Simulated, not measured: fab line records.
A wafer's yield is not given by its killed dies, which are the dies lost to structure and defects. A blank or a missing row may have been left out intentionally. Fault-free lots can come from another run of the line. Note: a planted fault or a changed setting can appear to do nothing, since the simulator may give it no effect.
Which tool did it? | flow berkeley-cmos170 | 42 wafers from 14 lots sampled at 4 of the route's 331 steps

WHAT THE GAUGES SHOWED, per wafer
UCB170_WELLDRIVE_THK_MEAS_02. Usual: WELLDRIVE_OXIDE_THK gives 199 nm (standard deviation 4.9).
lot  | measured    | on            | WELLDRIVE_OXIDE_THK (nm) | flag
L223 | day 3 15:15 | film-metro-02 | 199 199 198              |
L224 | day 3 15:16 | film-metro-01 | 196 192 195              |
L225 | day 4 02:08 | film-metro-01 | 196 195 197              |
L226 | day 4 02:08 | film-metro-02 | 192 191 192              |
L229 | day 4 11:36 | film-metro-01 | 208 202 204              |
L227 | day 4 11:37 | film-metro-02 | 197 200 199              |
L228 | day 4 11:40 | film-metro-02 | 202 202 198              |
L232 | day 5 07:41 | film-metro-04 | 200 199 202              |
L233 | day 5 13:40 | film-metro-04 | 208 209 210              |
L235 | day 6 00:56 | film-metro-04 | 191 192 193              |
L242 | day 7 10:02 | film-metro-02 | 199 201 205              |
L243 | day 7 16:05 | film-metro-02 | 206 200 202              |
L245 | day 7 23:44 | film-metro-02 | 206 203 205              |
L246 | day 8 10:58 | film-metro-02 | 197 196 194              |

UCB170_ACTIVE_CD_MEAS_90: target cd 1200 nm. Usual: cd-nm at 1200.5 nm, with a standard deviation of 1.4.
lot  | measured    | on        | cd-nm (nm)           | flag
L223 | day 4 08:42 | cd-sem-02 | 1201.1 1199.6 1201.3 |
L224 | day 4 08:28 | cd-sem-02 | 1199.4 1200.5 1201.1 |
L225 | day 4 20:07 | cd-sem-01 | 1201.6 1201.2 1201.8 |
L226 | day 4 19:51 | cd-sem-02 | 1201.6 1201.3 1200.6 |
L229 | day 5 02:04 | cd-sem-02 | 1201.8 1200.0 1201.3 |
L227 | day 5 02:23 | cd-sem-01 | 1200.7 1199.6 1199.0 |
L228 | day 5 01:49 | cd-sem-01 | 1204.0 1203.2 1203.0 |
L232 | day 5 18:54 | cd-sem-01 | 1197.4 1196.6 1199.2 |
L233 | day 6 01:28 | cd-sem-01 | 1201.3 1198.6 1201.1 |
L235 | day 6 13:34 | cd-sem-01 | 1200.6 1199.4 1199.0 |
L242 | day 8 07:08 | cd-sem-02 | 1203.3 1201.6 1201.8 |
L243 | day 8 06:52 | cd-sem-02 | 1199.7 1199.4 1200.8 |
L245 | day 8 15:47 | cd-sem-01 | 1199.2 1201.4 1200.0 |
L246 | day 9 04:43 | cd-sem-01 | 1199.4 1200.6 1199.8 |

UCB170_GATE_CD_MEAS_12: target cd 350 nm. Usual: cd-nm at 350.3 nm, with a standard deviation of 1.4.
lot  | measured     | on        | cd-nm (nm)        | flag
L223 | day 6 00:00  | cd-sem-02 | 350.5 349.9 350.4 |
L224 | day 5 23:50  | cd-sem-01 | 353.4 352.0 349.8 |
L225 | day 6 06:19  | cd-sem-01 | 347.7 348.6 350.5 |
L226 | day 6 06:05  | cd-sem-01 | 350.4 349.4 349.8 |
L229 | day 6 13:54  | cd-sem-02 | 349.1 349.9 349.5 |
L227 | day 6 13:29  | cd-sem-02 | 351.5 351.2 350.3 |
L228 | day 6 13:40  | cd-sem-02 | 348.7 348.9 347.4 |
L232 | day 7 14:56  | cd-sem-02 | 351.8 350.6 351.3 |
L233 | day 8 02:34  | cd-sem-01 | 364.0 364.0 365.5 | OFF
L235 | day 8 11:20  | cd-sem-02 | 360.6 360.6 360.7 | OFF
L242 | day 10 05:21 | cd-sem-01 | 348.6 348.6 349.6 |
L243 | day 10 05:34 | cd-sem-01 | 351.0 351.7 350.7 |
L245 | day 10 09:31 | cd-sem-02 | 350.8 350.7 351.9 |
L246 | day 11 00:55 | cd-sem-02 | 350.1 352.4 350.5 |

EACH LOT AND THE TOOL THAT RAN IT (in order: tool; ch and the chambers of the sampled wafers; start)
lot  | UCB170_GATE_SOFTBAKE_08
L223 | litho-track-03 ch 0, day 5 22:00
L224 | litho-track-04 ch 0, day 5 22:00
L225 | litho-track-03 ch 0, day 6 05:00
L226 | litho-track-01 ch 0, day 6 05:00
L229 | litho-track-01 ch 0, day 6 13:00
L227 | litho-track-04 ch 0, day 6 12:00
L228 | litho-track-03 ch 0, day 6 12:00
L232 | litho-track-03 ch 0, day 7 14:00
L233 | litho-track-03 ch 0, day 8 01:00
L235 | litho-track-03 ch 0, day 8 10:00
L242 | litho-track-04 ch 0, day 10 04:00
L243 | litho-track-01 ch 0, day 10 04:00
L245 | litho-track-04 ch 0, day 10 08:00
L246 | litho-track-04 ch 0, day 11 00:00
- UCB170_GATE_SOFTBAKE_08: time 60 s.

AS READ BY THE TOOLS THEMSELVES (means over the sampled wafers that have a number; for cases with no such wafer, the mark the record gives instead)
UCB170_GATE_SOFTBAKE_08. Usual: heater-power-total-W 56.80 W, standard deviation 0.043; plate-temp-C 129.98 C, standard deviation 0.15.
lot  | tool           | heater-power-total-W (W) | plate-temp-C (C) | flag
L223 | litho-track-03 | 56.77                    | 130.28           |
L224 | litho-track-04 | 56.79                    | 129.96           |
L225 | litho-track-03 | 56.76                    | 130.03           |
L226 | litho-track-01 | 56.84                    | 130.03           |
L229 | litho-track-01 | 56.80                    | 129.76           |
L227 | litho-track-04 | 56.80                    | 129.95           |
L228 | litho-track-03 | 56.81                    | 129.87           |
L232 | litho-track-03 | 56.80                    | 130.04           |
L233 | litho-track-03 | 52.87                    | 122.96           | OFF
L235 | litho-track-03 | 52.86                    | 122.91           | OFF
L242 | litho-track-04 | 56.81                    | 129.81           |
L243 | litho-track-01 | 56.81                    | 130.07           |
L245 | litho-track-04 | 56.82                    | 129.91           |
L246 | litho-track-04 | 56.81                    | 129.84           |

THE ANSWER, worked out from the rows above alone
Rule: take the mean of a lot's wafers that have a number; if it is more than 3 standard deviations from the usual mean, the lot is off. Also off: a lot with no number at a reading for which 4 or more lots have one. Any other lot the step has rows for is counted as sound. First the gauges in route order, then the tools' own readings, where a lot's mean is used as printed above. The first step at which some lot is off is used, and at that step the reading that is off furthest; a lot without a number counts as furthest.
Off: L233, L235, at UCB170_GATE_CD_MEAS_12 (cd-nm).
If a tool, at a process step before that reading, ran all the lots that are off and no sound lot after the first of them, it fits. The gauges at UCB170_GATE_CD_MEAS_12 aren't tried: what is off there is off at UCB170_GATE_SOFTBAKE_08 too, on other tools, and a gauge's error can't cause that. One fits: litho-track-03 at UCB170_GATE_SOFTBAKE_08. Its last sound lot is L232 (day 7 14:00), its first lot that is off L233 (day 8 01:00): a fault that began between those two fits.
The tool's own readings at UCB170_GATE_SOFTBAKE_08 bear it out: on the lots that are off they differ by more than 5 times the standard deviation of the sound lots' means. heater-power-total-W reads 52.86 W there against 56.80 W on the sound lots; plate-temp-C reads 122.94 C there against 129.96 C on the sound lots.

WHAT THE SIMULATOR HAD PUT IN
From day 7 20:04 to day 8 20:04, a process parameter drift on litho-track-03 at UCB170_GATE_SOFTBAKE_08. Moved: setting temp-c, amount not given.
Struck lots among those shown: L233, L235. The same result came from the rule above.
